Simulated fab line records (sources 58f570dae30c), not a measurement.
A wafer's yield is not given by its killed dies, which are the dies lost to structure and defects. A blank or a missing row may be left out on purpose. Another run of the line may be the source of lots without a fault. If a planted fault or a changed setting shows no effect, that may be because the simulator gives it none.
Struck lot and sound lot, side by side + flow berkeley_cmos170 + 16 steps out of a route of 331
Sound: these wafers, L248.2, L248.4, L248.5. Wafers L261.2, L261.4, L261.6 were the ones struck. The cause is given at the end.
For every step that has rows: the tool of each side, followed by ch and its chambers, followed by its first start. Under that, the readings that differ: sound wafers + struck wafers + difference of the means + sigmas: that difference in standard deviations of wafers without a fault.
alike: words and numbers the same on both sides, and readings whose means are apart by under 2 such deviations; not compared: readings that were withheld, readings missing a value for some wafer, numbers with overlapping values and no deviation given by the record, and bounds like >300 which may hide the same value.
Wherever a step has rows on one side only, a row that says differs or no value, or a row with sigmas, the two part there. Non-overlapping numbers with no deviation appear without sigmas and do not part them. Lack of a reading on every wafer of one side parts them only where that side has two or more wafers.

first, 1 step without rows for these wafers: UCB170_PWELL_OXIDATION_02 (target thk 26.4 nm, ox time 1260 s).
UCB170_PWELL_THK_MEAS_03:
  sound on film_metro-01 at day 2 19:16; struck on film_metro-02 at day 5 16:24
  alike: PWELL_OXIDE_THK
then, 2 steps without rows for these wafers: UCB170_PWELL_ANNEAL_04 (time 900 s); UCB170_PWELL_CVD_05 (deposits Si3N4 from SiH2Cl2/NH3, target thk 220 nm, time 3300 s).
UCB170_PWELL_THK_MEAS_06:
  sound on film_metro-02 at day 3 02:31; struck on film_metro-02 at day 5 21:07
  alike: PWELL_NITRIDE_THK
then, 6 steps without rows for these wafers: UCB170_PWELL_HMDS_07 (prime time 60 s); UCB170_PWELL_COAT_08 (resist thk 900 nm); UCB170_PWELL_SOFTBAKE_09 (time 60 s); UCB170_PWELL_EXPOSE_10 (exposes mask PWELL, target cd 3000 nm); UCB170_PWELL_PEB_11; UCB170_PWELL_DEVELOP_12 (develop time 45 s).
UCB170_PWELL_OVL_MEAS_13:
  sound on overlay-02 at day 3 03:25; struck on overlay-01 at day 5 22:34
  alike: PWELL_OVL
UCB170_PWELL_ETCH_14: etches Si3N4 in CH3F/Ar/O2, stops on SiO2, target depth 242 nm, time 151 s.
  sound on rie_diel-03 ch 1,3, day 3 03:26; struck on rie_diel-03 ch 0,2,3, day 5 22:35
| reading                                      | sound             | struck            | difference | sigmas |
|----------------------------------------------|-------------------|-------------------|------------|--------|
| oes_product_au (a.u.)                        | 0.925 0.935 0.928 | 0.984 0.994 0.994 | +0.061     | +4     |
| run_length_s (s)                             | 178.7 180.0 179.4 | 155.4 155.7 156.3 | -23.6      | -65    |
| model.KrF_of_PWELL_COAT_08.thk_nm (nm)       | 726.8 725.7 727.1 | 751.5 747.2 746.7 | +21.9      |        |
| model.etch.depth_nm (nm)                     | 220.2 219.5 220.1 | 201.8 204.3 203.6 | -16.7      |        |
| model.SiO2_of_PWELL_OXIDATION_02.thk_nm (nm) | 22.32 21.08 22.42 | 24.01 23.99 23.63 | +1.94      |        |
  alike: chamber_pressure_mTorr, drypump_motor_current_A, throttle_valve_pct
  not compared: rf_hours_counter_h
next, for these wafers, 1 step has no rows: UCB170_PWELL_IMPLANT_15.
UCB170_PWELL_STRIP_16: strips in O2.
  sound on plasma_asher-04 ch 1, day 3 03:41; struck on plasma_asher-02 ch 0,1, day 5 22:50
| reading                      | sound             | struck            | difference | sigmas |
|------------------------------|-------------------|-------------------|------------|--------|
| strip_time_to_endpoint_s (s) | 18.14 18.12 18.14 | 18.73 18.62 18.62 | +0.52      | +6     |
  alike: chamber_pressure_mTorr, drypump_motor_current_A, oes_product_au
  not compared: rf_hours_counter_h
UCB170_PWELL_TW_MEAS_17:
  sound on film_metro-02 at day 3 03:48; struck on film_metro-04 at day 5 22:57
  alike: PWELL_TW

== WHERE THEY PART ==
Earliest at UCB170_PWELL_ETCH_14; latest, in this record, at UCB170_PWELL_STRIP_16. Later steps at which nothing parts them and some readings are alike: UCB170_PWELL_TW_MEAS_17.

WHY: what had been put in by the simulator
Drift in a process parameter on rie_diel-03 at UCB170_PWELL_ETCH_14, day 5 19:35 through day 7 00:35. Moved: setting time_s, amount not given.
